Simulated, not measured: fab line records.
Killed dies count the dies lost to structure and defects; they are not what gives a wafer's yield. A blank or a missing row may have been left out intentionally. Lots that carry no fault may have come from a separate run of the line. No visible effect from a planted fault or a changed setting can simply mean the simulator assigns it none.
Split-lot experiment    flow berkeleyCmos170    23 wafers read across 5 lots, on a route 331 steps long

== THE SPLIT ITSELF ==
At UCB170_NWELL_OXIDATION_01 (target thk 26.4 nm, ox time 1260 s), the setting tempC was moved away from the recipe's 1000 C on 15 of the 23 wafers read, by -2.3% to -1.4%. This setting was run at the recipe's value on the other wafers.

Between the split and the reading, the file records no step.

== THE READING ==
NWELL_OXIDE_THK, in nm, at UCB170_NWELL_THK_MEAS_02. A value of 26.3 nm with a standard deviation of 0.64 nm is what fault-free wafers of this fab line usually give.

wafer   tool, chamber at the split  tempC as run, C  against the recipe  NWELL_OXIDE_THK, nm  against lot-mates on the recipe
L075.1  furnace-02, 0               1000             recipe              26.7                 -
L075.2  furnace-02, 0               1000             recipe              27.1                 -
L075.4  furnace-02, 0               1000             recipe              27.0                 -
L074.2  -, -                        1000             recipe              25.9                 -
L074.3  -, -                        1000             recipe              26.5                 -
L074.4  -, -                        1000             recipe              26.3                 -
L074.5  -, -                        1000             recipe              26.0                 -
L074.6  -, -                        1000             recipe              26.8                 -
L080.1  -, -                        976.9            -2.3%               19.9                 no lot-mate on the recipe
L080.2  -, -                        976.9            -2.3%               19.8                 no lot-mate on the recipe
L080.4  -, -                        976.9            -2.3%               20.1                 no lot-mate on the recipe
L080.5  -, -                        976.9            -2.3%               19.4                 no lot-mate on the recipe
L080.6  -, -                        976.9            -2.3%               19.9                 no lot-mate on the recipe
L083.1  -, -                        978.1            -2.2%               20.9                 no lot-mate on the recipe
L083.3  -, -                        978.1            -2.2%               21.2                 no lot-mate on the recipe
L083.4  -, -                        978.1            -2.2%               20.8                 no lot-mate on the recipe
L083.5  -, -                        978.1            -2.2%               20.7                 no lot-mate on the recipe
L083.6  -, -                        978.1            -2.2%               21.4                 no lot-mate on the recipe
L084.1  -, -                        986.2            -1.4%               22.2                 no lot-mate on the recipe
L084.2  -, -                        986.2            -1.4%               22.3                 no lot-mate on the recipe
L084.3  -, -                        986.2            -1.4%               22.4                 no lot-mate on the recipe
L084.4  -, -                        986.2            -1.4%               22.2                 no lot-mate on the recipe
L084.6  -, -                        986.2            -1.4%               22.2                 no lot-mate on the recipe

THE FIT
A straight line over all 23 wafers: NWELL_OXIDE_THK changes by +2.75 nm for each +1% of tempC; r = +0.99; the points scatter about the line by 0.48 nm.
Too few moved wafers with a lot-mate on the recipe to fit a line net of each lot's own level.

== THE WHOLE CHAIN: every reading that the file lists as answering this split, in the file's order ==
step                       what it does                        reading                                                                            change (the file's fit)               r (the file's)
UCB170_NWELL_OXIDATION_01  target thk 26.4 nm, ox time 1260 s  SiO2_of_NWELL_OXIDATION_01.thkNm (the simulator's own value, which no gauge read)  +2.75 nm for each +1% of the setting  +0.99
UCB170_NWELL_THK_MEAS_02                                       NWELL_OXIDE_THK                                                                    +2.75 for each +1% of the setting     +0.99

== THE FILE'S OWN FIT ==
NWELL_OXIDE_THK changes by +2.75 nm for each +1% of tempC, r = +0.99.
